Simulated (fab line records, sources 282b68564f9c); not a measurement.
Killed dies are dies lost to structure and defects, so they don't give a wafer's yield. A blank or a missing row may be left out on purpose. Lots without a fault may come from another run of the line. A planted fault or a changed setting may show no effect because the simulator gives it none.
Which tool did it? | flow rit_cmos | 7 lots, 21 wafers sampled, at 2 steps of a route of 202

WHAT THE GAUGES READ, wafer by wafer
RIT_PWELL_TW_MEAS_10.
lot  | measured    | on            | PWELL_TW
L891 | day 2 05:24 | film_metro-03 | 947 941 944
L895 | day 3 05:41 | film_metro-03 | 955 945 946
L898 | day 3 20:47 | film_metro-01 | 964 963 966
L900 | day 4 01:53 | film_metro-01 | 965 956 953
L908 | day 5 17:57 | film_metro-02 | 947 950 950
L910 | day 6 05:20 | film_metro-03 | 927 916 919
L912 | day 6 14:16 | film_metro-01 | 958 958 960

WHICH TOOL RAN EACH LOT (tool, then ch and the chambers of the sampled wafers, then the start)
lot  | RIT_PWELL_IMPLANT_08
L891 | implanter-03 ch 0, day 2 05:04
L895 | implanter-04 ch 0, day 3 05:22
L898 | implanter-03 ch 0, day 3 20:27
L900 | implanter-04 ch 0, day 4 01:36
L908 | implanter-03 ch 0, day 5 17:38
L910 | implanter-04 ch 0, day 6 05:01
L912 | implanter-03 ch 0, day 6 13:59
- RIT_PWELL_IMPLANT_08

THE ANSWER, worked out from the rows above alone
Rule: what is usual is taken from the lots themselves. Put in order of their means at a reading, lots are off if they are a third of the lots or fewer, leave a main group of 4 or more, and stand apart from it by a gap of 3 or more times the standard deviation of the main group's means; of several such gaps the widest counts. A main group whose means are all the same, to the digits that the tables above print for the reading, isn't used. A lot without any number at a reading at which 4 lots or more have one is off too. The other lots that the step has rows for count as sound.
Off: L910, at RIT_PWELL_TW_MEAS_10 (PWELL_TW). The main group: mean 954, standard deviation 7.
A tool fits if, at a process step before that reading, it ran every lot that is off, and no sound lot after the first of them. The gauges at RIT_PWELL_TW_MEAS_10 are tried like those tools. Can't be told from this: 2 tools fit, implanter-04 at RIT_PWELL_IMPLANT_08, film_metro-03 at RIT_PWELL_TW_MEAS_10.

WHAT THE SIMULATOR HAD PUT IN
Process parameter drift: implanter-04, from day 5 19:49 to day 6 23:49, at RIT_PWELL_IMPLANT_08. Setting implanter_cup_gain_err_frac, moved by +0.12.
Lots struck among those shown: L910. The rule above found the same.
